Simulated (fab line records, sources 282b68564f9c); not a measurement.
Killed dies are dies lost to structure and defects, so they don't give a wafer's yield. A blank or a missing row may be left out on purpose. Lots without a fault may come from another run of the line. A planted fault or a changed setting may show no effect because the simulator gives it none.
Problem report in the 8D (eight disciplines) form, filled by code | flow rit_cmos | the parts of the form that need people (team, actions taken, sign-off) are left out

1. THE PROBLEM
beam_energy_keV at RIT_NSD_IMPLANT_08 reads a mean of 25.329 on 6 wafers of 2 lots; wafers without a fault read 25.000 with a standard deviation of 0.0081. That is +41 standard deviations from the usual mean.
First seen on wafer L555.1, day 5 16:57, on implanter-03. The record holds 18 wafers of 6 lots with a number at this step. Rule for "out", or "out of limits": more than 4 standard deviations from the usual mean. The other wafers with a number count as sound.

2. WHAT IT IS AND WHAT IT IS NOT
question                    | is                     | is not
which readings at this step | beam_energy_keV        | -
which lots                  | L555, L556             | L548, L553, L559, L565
which wafers of those lots  | all that have a number | -
read on which tools         | implanter-03           | implanter-01
when                        | from day 5 16:57       | up to then (6 sound wafers); but 6 sound wafers of L559, L565 came after

3. SUSPECTS, AND WHAT RULES EACH OUT
Counting: a tool at a process step up to the reading stays a suspect if it ran every lot that is out and no sound lot after the first of them.
- rie_diel-02 at RIT_SPACER_ETCHBACK_05 (etches Si3N4 in SF6/CHF3, stops on SiO2, target depth 250 nm, time 240 s): ruled out as a lasting fault. Sound lots L565 ran on it after its first lot that is out, L555 (day 5 15:28).
- implanter-03 at RIT_NSD_IMPLANT_08: kept. It ran every lot that is out, first L555 (day 5 16:57), and no sound lot after that; its last sound lot up to then is L553 (day 5 09:13). Its own readings are out on those wafers: beam_energy_keV.
Left after counting: implanter-03 at RIT_NSD_IMPLANT_08.

4. THE CAUSE (what the simulator had put in)
Process parameter drift: implanter-03, from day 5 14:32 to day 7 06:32, at RIT_NSD_IMPLANT_08. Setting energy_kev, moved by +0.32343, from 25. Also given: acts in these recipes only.
Counting left only this tool.

5. THE CHAIN OF EFFECTS, in route order
Each row: a reading whose mean over the struck wafers that have a number lies more than 3 standard deviations from the usual. Only readings for which the record gives a usual standard deviation are gone through. hours: the time from each lot's start at the first step in this table that gives one to its start at this step, as a median over the lots. sigmas: the change in usual standard deviations.
hours | step               | reading         | usual  | on struck wafers | change | sigmas
0     | RIT_NSD_IMPLANT_08 | beam_energy_keV | 25.000 | 25.329           | +0.329 | +41
The process steps in it:
- RIT_NSD_IMPLANT_08

6. WHAT WOULD HAVE CAUGHT IT SOONER
In this record the first reading out of limits was taken at day 5 16:57, 2 hours after the fault began at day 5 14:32.
